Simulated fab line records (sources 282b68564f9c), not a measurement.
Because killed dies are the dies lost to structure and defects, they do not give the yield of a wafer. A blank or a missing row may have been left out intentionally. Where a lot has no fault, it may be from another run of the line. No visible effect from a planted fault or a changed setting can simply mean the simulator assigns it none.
A lot that was struck, set against a sound lot :: flow ritCmos :: 18 out of 202 route steps
Sound: these wafers, L154.3, L154.4, L154.6. Struck: wafer L167.2 (L167.1, L167.3, from the same lot, were not struck and are left out); the cause is given at the end.
Per side, at each step with rows, come the tool, then ch with its chambers, and then its first start. Under that, the readings that differ: sound wafers :: struck wafers :: difference of the means :: sigmas: that difference in standard deviations of wafers without a fault.
alike: a reading whose means differ by less than 2 such deviations, as well as words and numbers matching on both sides. not compared: withheld readings; readings where some wafer has no value; bounds like >300 that might hide an equal value; numbers whose values overlap and for which the record gives no deviation.
The two part at a step that has a row with sigmas, a row that says differs or no value, or rows on one side only. Non-overlapping numbers with no deviation appear without sigmas and do not part them. A reading missing from all wafers of one side parts the sides only when that side holds two or more wafers.

RIT_M1_SPUTTER_00: material Al, target thk 400 nm, time 500 s.
  struck on pvdSputter-04, day 6 03:07; sound on pvdSputter-04, day 3 06:04
reading: substrateTempC (C)
sound: 24.95 24.96 25.04
struck: 25.35
difference: +0.37
sigmas: +3
  alike: throttleValvePct
RIT_M1_RS_MEAS_01: the measuring method here is four-point-probe.
  struck on filmMetro-04, day 6 03:24; sound on filmMetro-04, day 3 06:23
  alike: M1_AL_RS
RIT_M1_THK_MEAS_02: measures by xrf.
  struck on filmMetro-04, day 6 03:31; sound on filmMetro-04, day 3 06:29
reading: M1_AL_THK (nm)
sound: 399 399 400
struck: 410
difference: +11
sigmas: +2
then, 6 steps without rows for these wafers: RIT_M1_HMDS_03 (prime time 60 s); RIT_M1_COAT_04 (resist thk 1300 nm); RIT_M1_SOFTBAKE_05 (time 60 s); RIT_M1_EXPOSE_06 (exposes mask M12, target cd 2600 nm); RIT_M1_PEB_07; RIT_M1_DEVELOP_08 (develop time 68 s).
RIT_M1_CD_MEAS_09 targets a cd of 2600 nm.
  struck on cdSem-01, day 6 04:32; sound on cdSem-01, day 3 07:35
reading: cdNm (nm)
sound: 2601.3 2601.6 2604.4
struck: 2597.3
difference: -5.1
sigmas: -2
RIT_M1_OVL_MEAS_10:
  struck on overlay-02, day 6 04:40; sound on overlay-02, day 3 07:40
  alike: M1_OVL
then, 1 step without rows for these wafers: RIT_M1_HARDBAKE_11 (time 120 s).
RIT_M1_METAL_ETCH_12: etches Al in Cl2/BCl3, stops on SiO2, time 165 s, target depth 600 nm.
  sound on rieMetal-04 ch 0,1, day 3 08:00; struck on rieMetal-02 ch 0, day 6 04:56
reading: rfFwdPowerW (W)
sound: 248.6 248.7 248.8
struck: 279.4
difference: +30.7
sigmas: +42

reading: rfHoursCounterH (h)
sound: - - -
struck: 3.1
difference: no value on the sound wafers
sigmas: 

reading: model.NOVOLAK_of_M1_COAT_04.thkNm (nm)
sound: 806.5 801 802.5
struck: 768.1
difference: -35.2
sigmas: 
  alike: drypumpMotorCurrentA, oesProductAu, throttleValvePct
then, 1 step without rows for these wafers: RIT_M1_STRIP_13 (strips in nmp, time 600 s).
RIT_M1_STRIP_14: strips in O2, time 180 s.
  sound on plasmaAsher-02 ch 0,1, day 3 08:20; struck on plasmaAsher-04 ch 0, day 6 05:17
reading: rfHoursCounterH (h)
sound: - - -
struck: 49
difference: no value on the sound wafers
sigmas: 
  alike: drypumpMotorCurrentA
RIT_M1_CD_MEAS_90 targets a cd of 2600 nm.
  struck on cdSem-01, day 6 05:28; sound on cdSem-01, day 3 08:30
reading: cdNm (nm)
sound: 2601.8 2601.7 2606.6
struck: 2590.8
difference: -12.6
sigmas: -5
then, 1 step without rows for these wafers: RIT_M1_ANNEAL_15 (time 1800 s).
RIT_M1_PROBE_99:
  struck on prober-02, day 6 07:15; sound on prober-02, day 3 10:40
reading: model.etest.antennaM1.vtShiftV (V)
sound: -0.0122 -0.01157 -0.01085
struck: -0.01594
difference: -0.00440
sigmas: 
  alike: defectLimitedYield, killedAtContacts, killedAtFrontEnd, killedDies, killedOpen, killedShort, sort_bin_3_pad_short, sort_bin_5_function, sort_bin_6_memory, sortNPass, sortYieldPct

WHERE THEY PART
Earliest at RIT_M1_SPUTTER_00; latest, in this record, at RIT_M1_CD_MEAS_90. Later steps at which nothing parts them and some readings are alike: RIT_M1_PROBE_99.

WHY: what had been put in by the simulator
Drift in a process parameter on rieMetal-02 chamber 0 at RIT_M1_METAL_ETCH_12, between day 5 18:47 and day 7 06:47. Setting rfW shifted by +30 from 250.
